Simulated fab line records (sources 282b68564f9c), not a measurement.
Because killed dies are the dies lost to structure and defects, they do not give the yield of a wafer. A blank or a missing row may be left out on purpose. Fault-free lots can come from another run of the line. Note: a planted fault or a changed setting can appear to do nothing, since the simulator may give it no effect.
Struck lot and sound lot, side by side :: flow ritCmos :: 22 out of 202 route steps
Sound: the wafers L458.2, L458.4, L458.6. Wafers L467.1, L467.2, L467.5 were the ones struck. The cause comes at the end.
For every step that has rows: the tool of each side, followed by ch and its chambers, followed by its first start. Under that, the readings that differ: sound wafers :: struck wafers :: difference of the means :: sigmas: that difference in standard deviations of wafers without a fault.
alike: readings whose means differ by less than 2 such deviations, and words and numbers that are the same on both sides. not compared: withheld readings, readings that some wafer has no value for, bounds like >300 that may hide the same value, and numbers for which the record gives no deviation and whose values overlap.
A row with sigmas, a row that says differs or no value, or rows on one side alone: a step with any of these is where the two part. Numbers that don't overlap but have no deviation are shown without sigmas and don't part them. A reading missing from all wafers of one side parts the sides only when that side holds two or more wafers.

first, 4 steps without rows for these wafers: RIT_NSD_SOFTBAKE_02 (time 60 s); RIT_NSD_EXPOSE_03 (exposes mask M9, target cd 40700 nm); RIT_NSD_PEB_04; RIT_NSD_DEVELOP_05 (develop time 50 s).
RIT_NSD_OVL_MEAS_06:
  sound on overlay-02, day 3 17:38; struck on overlay-02, day 5 19:34
  alike: NSD_OVL
then, 2 steps without rows for these wafers: RIT_NSD_HARDBAKE_07 (time 60 s); RIT_NSD_IMPLANT_08.
RIT_NSD_STRIP_09: strips in O2, time 180 s.
  sound on plasmaAsher-03 ch 0,1, day 3 17:58; struck on plasmaAsher-03 ch 0,1, day 5 19:55
  alike: drypumpMotorCurrentA
  not compared: rfHoursCounterH
RIT_NSD_TW_MEAS_10:
  sound on filmMetro-02, day 3 18:08; struck on filmMetro-04, day 5 20:05
  alike: NSD_TW
then, 3 steps without rows for these wafers: RIT_PSD_HMDS_00 (prime time 60 s); RIT_PSD_COAT_01 (resist thk 1000 nm); RIT_PSD_SOFTBAKE_02 (time 60 s).
RIT_PSD_EXPOSE_03: exposes mask M10, target cd 40900 nm.
  sound on ilineStepper-02 ch 0, day 3 18:47; struck on ilineStepper-01 ch 0, day 5 20:37
reading: mask
sound: M10#0 M10#0 M10#0
struck: M9#0 M9#0 M9#0
difference: differs
sigmas: 
then, 2 steps without rows for these wafers: RIT_PSD_PEB_04; RIT_PSD_DEVELOP_05 (develop time 50 s).
RIT_PSD_OVL_MEAS_06:
  sound on overlay-02, day 3 19:10; struck on overlay-02, day 5 21:01
reading: PSD_OVL (nm)
sound: 0.2 -0.6 -0.7
struck: - - -
difference: no value on the struck wafers
sigmas: 
then, 2 steps without rows for these wafers: RIT_PSD_HARDBAKE_07 (time 60 s); RIT_PSD_IMPLANT_08.
RIT_PSD_STRIP_09: strips in O2, time 180 s.
  sound on plasmaAsher-02 ch 0,1, day 3 19:32; struck on plasmaAsher-03 ch 0,1, day 5 21:21
  alike: drypumpMotorCurrentA
  not compared: rfHoursCounterH
RIT_PSD_TW_MEAS_10:
  sound on filmMetro-01, day 3 19:43; struck on filmMetro-02, day 5 21:31
reading: PSD_TW
sound: 3370 3363 3373
struck: 30 30 30
difference: -3339
sigmas: -99 or more
then, 1 step without rows for these wafers: RIT_SDANNEAL_CLEAN_00 (cleans in SC1, time 600 s).
RIT_M1_PROBE_99:
  sound on prober-01, day 4 03:40; struck on prober-02, day 6 05:19
reading: killedAtFrontEnd
sound: 7 5 10
struck: 264 264 264
difference: +257
sigmas: +92

reading: killedDies
sound: 7 5 10
struck: 264 264 264
difference: +257
sigmas: +92

reading: killedOnRim
sound: 1 2 4
struck: 70 70 70
difference: +68
sigmas: +48
  alike: killedOpen, killedShort

## WHERE THEY PART
At RIT_PSD_EXPOSE_03 first; at RIT_M1_PROBE_99 last (within this record only).

WHY: whatever the simulator had introduced
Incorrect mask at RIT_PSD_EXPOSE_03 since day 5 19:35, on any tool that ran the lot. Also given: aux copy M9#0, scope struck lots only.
